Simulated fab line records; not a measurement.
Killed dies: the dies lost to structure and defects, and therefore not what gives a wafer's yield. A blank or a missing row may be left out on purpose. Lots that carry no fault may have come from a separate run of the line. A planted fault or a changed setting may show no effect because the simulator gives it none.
Which of the tools did it? | flow ritCmos | 21 wafers from 7 lots sampled at 2 of the route's 202 steps

WHAT THE GAUGES READ, wafer by wafer
RIT_PWELL_OVL_MEAS_06.
lot  | measured    | on         | PWELL_OVL (nm)
L863 | day 2 07:20 | overlay-01 | -2.2 -3.0 -2.6
L865 | day 2 16:49 | overlay-02 | -0.6 -2.1 -0.6
L870 | day 3 21:59 | overlay-02 | 1.0 -0.5 -1.1
L874 | day 4 11:52 | overlay-01 | -1.8 -2.5
L876 | day 4 23:00 | overlay-01 | 0.1 -1.3
L880 | day 5 21:00 | overlay-01 | -3.3 -3.5 -2.7
L884 | day 6 15:30 | overlay-01 | -1.5 -1.9 -2.3

WHAT TOOL EACH LOT RAN ON (gives the tool, then ch and the chambers of the sampled wafers, and finally the start)
lot  | RIT_ACTIVE_ETCH_13
L863 | rieDiel-01 ch 1,2, day 1 20:08
L865 | rieDiel-03 ch 0,1,3, day 2 08:10
L870 | rieDiel-01 ch 2,3, day 3 07:46
L874 | rieDiel-03 ch 1,2,3, day 4 02:50
L876 | rieDiel-03 ch 0,1,3, day 4 12:50
L880 | rieDiel-01 ch 0,2, day 5 11:50
L884 | rieDiel-02 ch 1,2, day 6 05:26
- RIT_ACTIVE_ETCH_13: etches Si3N4 in SF6, stops on SiO2, time 210 s, target depth 210 nm.

THE ANSWER, worked out from the rows above alone
Rule: the usual values come from the lots themselves. The widest of any qualifying gaps counts: lots, ordered by their means at a reading, are off when they make up no more than a third of the lots, leave a main group of 4 or more, and stand apart from it by 3 or more times the standard deviation of that group's means. A main group whose means are all the same, to the digits that the tables above print for the reading, isn't used. A lot without any number at a reading at which 4 lots or more have one is off too. The other lots that the step has rows for count as sound.
No lot is off at any reading shown: from this, nothing can be told.

WHAT THE SIMULATOR PUT IN
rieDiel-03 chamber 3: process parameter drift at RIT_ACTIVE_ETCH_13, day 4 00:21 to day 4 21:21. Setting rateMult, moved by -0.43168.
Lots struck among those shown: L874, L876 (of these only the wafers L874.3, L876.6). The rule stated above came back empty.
